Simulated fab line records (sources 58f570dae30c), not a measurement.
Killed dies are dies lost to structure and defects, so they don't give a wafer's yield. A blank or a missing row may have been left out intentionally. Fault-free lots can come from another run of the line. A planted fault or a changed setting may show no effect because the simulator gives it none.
Chamber matching | flow berkeley_cmos170 | UCB170_NWELL_WET_ETCH_00 on wet_bench-03 has 4 sister chambers
The step etches SiO2 in dHF, time 200 s. 16 wafers are shown with their chamber, then 8 later ones without.

== WAFERS WITH THEIR CHAMBER ==
wafer  | chamber | run_length_s (s) | bath_heat_duty_pct (%)
L266.1 | 0       | 225.0            | 5.5
L266.5 | 0       | 225.0            | 5.7
L266.6 | 0       | 225.0            | 5.6
L267.1 | 1       | 226.4            | 8.7
L267.3 | 1       | 226.4            | 7.3
L267.5 | 1       | 226.4            | 8.0
L268.1 | 2       | 224.1            | 5.5
L268.2 | 2       | 224.1            | 5.9
L268.6 | 2       | 224.1            | 5.8
L271.2 | 0       | 224.0            | 6.0
L271.5 | 0       | 224.0            | 6.0
L271.6 | 0       | 224.0            | 5.8
L272.1 | 3       | 227.3            | 6.5
L272.3 | 3       | 227.3            | 7.3
L272.4 | 3       | 227.3            | 6.8
L274.3 | 1       | 226.2            | 8.3

SIGNATURES (averages over the wafers above)
reading            | chamber 0 | chamber 1 | chamber 2 | chamber 3 | scatter within a chamber
run_length_s       | 224.500   | 226.350   | 224.100   | 227.300   | 0.357
bath_heat_duty_pct | 5.767     | 8.075     | 5.733     | 6.867     | 0.374
Rule: a wafer's distance from a chamber is the root of the sum, over the readings, of the square of ((its reading less the chamber's mean) divided by the reading's scatter). The wafer belongs to the nearest chamber; if the next one is less than 2 further off, it can't be placed. The scatter: take each reading less its chamber's mean, square it, sum over the shown wafers, divide by the number of wafers less the number of chambers, and take the root.

== WAFERS WITH NO CHAMBER GIVEN ==
wafer  | run_length_s (s) | bath_heat_duty_pct (%)
L274.4 | 226.2            | 7.4
L274.5 | 226.2            | 8.0
L281.1 | 225.1            | 6.0
L281.3 | 225.1            | 6.1
L281.5 | 225.1            | 6.4
L283.1 | 225.1            | 5.7
L283.2 | 225.1            | 6.4
L283.4 | 225.1            | 6.2

== CHAMBER TAKEN BY EACH ==
wafer  | from the rows above     | in truth
L274.4 | can't be placed: 1 or 3 | 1
L274.5 | 1                       | 1
L281.1 | can't be placed: 0 or 2 | 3
L281.3 | can't be placed: 0 or 2 | 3
L281.5 | can't be placed: 0 or 2 | 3
L283.1 | can't be placed: 0 or 2 | 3
L283.2 | can't be placed: 0 or 2 | 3
L283.4 | can't be placed: 0 or 2 | 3
Placed correctly: 1 of 8. These rows do not allow placing 7 (true chamber among the candidates in 1). Wrongly placed: 0.
